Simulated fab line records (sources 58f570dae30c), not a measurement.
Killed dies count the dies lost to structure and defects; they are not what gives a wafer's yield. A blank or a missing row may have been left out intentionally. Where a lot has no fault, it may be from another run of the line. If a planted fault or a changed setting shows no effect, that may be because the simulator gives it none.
A lot that was struck, set against a sound lot + flow berkeley-cmos170 + 14 steps out of a route of 331
Sound: the wafers L738.2, L738.4, L738.6. The struck wafers were L746.1, L746.2, L746.6. At the end, the cause is stated.
Order at every step that has rows: each side's tool, ch and its chambers, its first start. Under that, the readings that differ: sound wafers + struck wafers + difference of the means + sigmas: that difference in standard deviations of wafers without a fault.
alike: words and numbers the same on both sides, and readings whose means are apart by under 2 such deviations; not compared: readings that were withheld, readings missing a value for some wafer, numbers with overlapping values and no deviation given by the record, and bounds like >300 which may hide the same value.
A row with sigmas, a row that says differs or no value, or rows on one side alone: a step with any of these is where the two part. When numbers do not overlap yet have no deviation, they are printed without sigmas and do not part them. Lack of a reading on every wafer of one side parts them only where that side has two or more wafers.

UCB170_CONTACT_STRIP_06: strips in O2.
  sound on plasma-asher-04 ch 0,1, day 7 14:31; struck on plasma-asher-03 ch 0,1, day 9 14:57
  alike: drypump-motor-current-A, oes-product-au, strip-time-to-endpoint-s
  not compared: rf-hours-counter-h
then, 1 step without rows for these wafers: UCB170_CONTACT_CLEAN_07 (cleans in SPM, time 600 s).
UCB170_CONTACT_RTA_08: time 10 s.
  sound on rtp-anneal-02 ch 0, day 7 14:53; struck on rtp-anneal-01 ch 0, day 9 15:14
  alike: lamp-power-pct, wafer_temp_C_max
then, 6 steps without rows for these wafers: UCB170_CONTACT_COAT_09; UCB170_CONTACT_COAT_10 (resist thk 900 nm); UCB170_CONTACT_SOFTBAKE_11 (time 60 s); UCB170_CONTACT_EXPOSE_12 (exposes mask CONT, target cd 700 nm); UCB170_CONTACT_PEB_13; UCB170_CONTACT_DEVELOP_14 (develop time 45 s).
UCB170_CONTACT_CD_MEAS_15: the cd target is 700 nm.
  sound on cd-sem-01 at day 7 16:43; struck on cd-sem-01 at day 9 16:28
  alike: cd-nm
UCB170_CONTACT_OVL_MEAS_16:
  sound on overlay-02 at day 7 16:49; struck on overlay-02 at day 9 16:35
  alike: CONTACT_OVL
UCB170_CONTACT_ETCH_17: etches BARC in N2/H2.
  sound on rie-diel-02 ch 1,2, day 7 16:51; struck on rie-diel-02 ch 0,3, day 9 16:37
  alike: drypump-motor-current-A, oes-product-au, throttle-valve-pct
UCB170_CONTACT_ETCH_18: etches PSG in CHF3/CF4/Ar, stops on TiSi2, target depth 840 nm, time 195 s.
  sound on rie-diel-02 ch 1,2, day 7 16:00; struck on rie-diel-02 ch 0,3, day 9 16:00
| reading                                  | sound             | struck            | difference | sigmas |
|------------------------------------------|-------------------|-------------------|------------|--------|
| oes-product-au (a.u.)                    | 0.931 0.907 0.932 | 0.776 0.767 0.772 | -0.152     | -12    |
| model.CONTACT.feature-depth-nm (nm)      | 714.1 708.8 711.8 | 542.9 537.1 535.6 | -173.0     |        |
| model.etch.depth-nm (nm)                 | 714.1 708.8 711.8 | 542.9 537.1 535.6 | -173.0     |        |
| model.KrF_of_CONTACT_COAT_10.thk-nm (nm) | 697 689.9 692     | 760.2 761.4 759.3 | +67.3      |        |
  alike: drypump-motor-current-A, throttle-valve-pct
  not compared: rf-hours-counter-h
UCB170_CONTACT_STRIP_19: strips in O2.
  sound on plasma-asher-04 ch 0,1, day 7 17:01; struck on plasma-asher-02 ch 0,1, day 9 16:47
| reading                     | sound       | struck      | difference | sigmas |
|-----------------------------|-------------|-------------|------------|--------|
| drypump-motor-current-A (A) | 5.2 4.6 4.6 | 6.3 5.8 5.8 | +1.2       | +2     |
  alike: oes-product-au
  not compared: rf-hours-counter-h

WHERE THEY PART
At UCB170_CONTACT_ETCH_18 first; at UCB170_CONTACT_STRIP_19 last (within this record only).

WHY: what the simulator had put in
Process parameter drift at UCB170_CONTACT_ETCH_18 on rie-diel-02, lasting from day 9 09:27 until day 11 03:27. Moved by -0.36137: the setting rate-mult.
